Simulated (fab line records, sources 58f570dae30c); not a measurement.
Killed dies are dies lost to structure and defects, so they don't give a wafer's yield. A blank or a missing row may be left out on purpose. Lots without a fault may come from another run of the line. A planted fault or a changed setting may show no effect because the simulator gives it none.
Tool commonality check | flow berkeley_cmos170 | 14 lots, 42 wafers sampled

WHY IT WAS OPENED
At UCB170_CONTACT_THK_MEAS_02 the reading CONTACT_PSG_THK is flagged on 2 of 14 lots. Wafers without a fault read 697 nm, standard deviation 7.9.
Rule: a lot is flagged when every wafer of it that has a number lies more than 4 standard deviations from that mean, or none has a number. The other lots count as sound.

lot  | measured     | on            | CONTACT_PSG_THK (nm), wafer by wafer | flag
L169 | day 7 03:06  | film_metro-02 | 690 692 695                          |
L170 | day 7 03:07  | film_metro-01 | 700 697 696                          |
L171 | day 7 03:07  | film_metro-03 | 696 696 703                          |
L172 | day 7 12:17  | film_metro-02 | 707 699 704                          |
L173 | day 7 15:08  | film_metro-01 | 1397 1404 1403                       | FLAGGED
L177 | day 8 15:42  | film_metro-02 | 711 705 708                          |
L175 | day 8 15:49  | film_metro-03 | 695 689 689                          |
L174 | day 8 20:17  | film_metro-01 | 1395 1398 1398                       | FLAGGED
L185 | day 10 08:54 | film_metro-02 | 684 679 683                          |
L186 | day 10 09:26 | film_metro-02 | 710 707 708                          |
L190 | day 10 23:23 | film_metro-03 | 706 704 702                          |
L189 | day 11 01:38 | film_metro-02 | 690 694 696                          |
L188 | day 11 01:38 | film_metro-01 | 689 688 687                          |
L192 | day 12 02:59 | film_metro-01 | 686 684 686                          |
The numbers of the flagged lots are 1399 nm on average: +702 nm against the usual, or +89 standard deviations.

WHICH TOOL RAN EACH LOT
The record holds 3 process steps before the reading, out of a route of 331 steps. In each cell: the tool, then ch and the chambers that the sampled wafers went through, then the start.
lot  | flag    | UCB170_PVT_STRIP_08                  | UCB170_SILICIDE_RTA_04           | UCB170_CONTACT_CVD_01
L169 |         | plasma_asher-03 ch 0,1, day 5 17:52  | rtp_anneal-01 ch 0, day 6 22:01  | lpcvd-02 ch 0, day 7 00:26
L170 |         | plasma_asher-01 ch 0,1, day 5 17:02  | rtp_anneal-01 ch 0, day 6 21:46  | lpcvd-02 ch 0, day 7 00:26
L171 |         | plasma_asher-01 ch 0,1, day 5 20:17  | rtp_anneal-02 ch 0, day 6 21:58  | lpcvd-02 ch 1, day 7 00:26
L172 |         | plasma_asher-03 ch 0,1, day 6 00:50  | rtp_anneal-02 ch 0, day 7 10:14  | lpcvd-01 ch 1, day 7 10:30
L173 | FLAGGED | plasma_asher-04 ch 0,1, day 6 01:09  | rtp_anneal-01 ch 0, day 7 10:15  | lpcvd-01 ch 0, day 7 10:30 and lpcvd-02 ch 0, day 7 13:17
L177 |         | plasma_asher-03 ch 0,1, day 7 07:24  | rtp_anneal-01 ch 0, day 8 13:10  | lpcvd-01 ch 0, day 8 13:55
L175 |         | plasma_asher-01 ch 0,1, day 7 07:40  | rtp_anneal-02 ch 0, day 8 12:48  | lpcvd-02 ch 0, day 8 13:08
L174 | FLAGGED | plasma_asher-01 ch 0,1, day 7 06:58  | rtp_anneal-02 ch 0, day 8 12:37  | lpcvd-02 ch 1, day 8 13:08 and lpcvd-01 ch 1, day 8 17:37
L185 |         | plasma_asher-04 ch 0,1, day 8 22:12  | rtp_anneal-02 ch 0, day 10 05:57 | lpcvd-02 ch 0, day 10 06:13
L186 |         | plasma_asher-03 ch 0,1, day 8 21:58  | rtp_anneal-01 ch 0, day 10 06:29 | lpcvd-01 ch 1, day 10 06:44
L190 |         | plasma_asher-03 ch 0,1, day 9 19:14  | rtp_anneal-02 ch 0, day 10 21:20 | lpcvd-01 ch 1, day 10 21:37
L189 |         | plasma_asher-04 ch 0,1, day 9 17:26  | rtp_anneal-01 ch 0, day 10 21:49 | lpcvd-02 ch 1, day 10 22:57
L188 |         | plasma_asher-01 ch 0,1, day 9 17:35  | rtp_anneal-02 ch 0, day 10 21:37 | lpcvd-02 ch 1, day 10 22:57
L192 |         | plasma_asher-04 ch 0,1, day 10 16:25 | rtp_anneal-01 ch 0, day 11 20:08 | lpcvd-02 ch 1, day 12 00:18
What these steps do:
- UCB170_PVT_STRIP_08: strips in O2.
- UCB170_SILICIDE_RTA_04: time 15 s.
- UCB170_CONTACT_CVD_01: deposits PSG from SiH4/O2/PH3, target thk 700 nm, time 2820 s.
- UCB170_CONTACT_THK_MEAS_02

FLAGGED OVER TOTAL, TOOL BY TOOL (the gauges that took the reading come last)
step                       | tool            | lots run | flagged | share of the flagged lots | sound lots run after its first flagged lot
UCB170_PVT_STRIP_08        | plasma_asher-01 | 5        | 1       | some                      | 2 (L175,L188)
UCB170_PVT_STRIP_08        | plasma_asher-03 | 5        | 0       | none                      | -
UCB170_PVT_STRIP_08        | plasma_asher-04 | 4        | 1       | some                      | 3 (L185,L189,L192)
UCB170_SILICIDE_RTA_04     | rtp_anneal-01   | 7        | 1       | some                      | 4 (L177,L186,L189,L192)
UCB170_SILICIDE_RTA_04     | rtp_anneal-02   | 7        | 1       | some                      | 4 (L175,L185,L190,L188)
UCB170_CONTACT_CVD_01      | lpcvd-01        | 6        | 2       | all                       | 3 (L177,L186,L190)
UCB170_CONTACT_CVD_01      | lpcvd-02        | 10       | 2       | all                       | 5 (L175,L185,L188,L189,L192)
UCB170_CONTACT_THK_MEAS_02 | film_metro-01   | 5        | 2       | all                       | 2 (L188,L192)
UCB170_CONTACT_THK_MEAS_02 | film_metro-02   | 6        | 0       | none                      | -
UCB170_CONTACT_THK_MEAS_02 | film_metro-03   | 3        | 0       | none                      | -

WHAT THE TABLE ALLOWS
3 rows of the table ran every flagged lot: lpcvd-01 at UCB170_CONTACT_CVD_01, lpcvd-02 at UCB170_CONTACT_CVD_01, film_metro-01 at UCB170_CONTACT_THK_MEAS_02.
- lpcvd-01 at UCB170_CONTACT_CVD_01: 2 of its 6 lots flagged. Sound lots ran on it after the first flagged one (L177, L186, L190), which a lasting fault on the whole tool wouldn't allow.
- lpcvd-02 at UCB170_CONTACT_CVD_01: 2 of its 10 lots flagged. Sound lots ran on it after the first flagged one (L175, L185, L188, L189, L192), which a lasting fault on the whole tool wouldn't allow.
- film_metro-01 at UCB170_CONTACT_THK_MEAS_02: 2 of its 5 lots flagged. Sound lots ran on it after the first flagged one (L188, L192), which a lasting fault on the whole tool wouldn't allow.
No row of the table ran every flagged lot and no sound lot after the first.

WHAT THE SIMULATOR HAD PUT IN
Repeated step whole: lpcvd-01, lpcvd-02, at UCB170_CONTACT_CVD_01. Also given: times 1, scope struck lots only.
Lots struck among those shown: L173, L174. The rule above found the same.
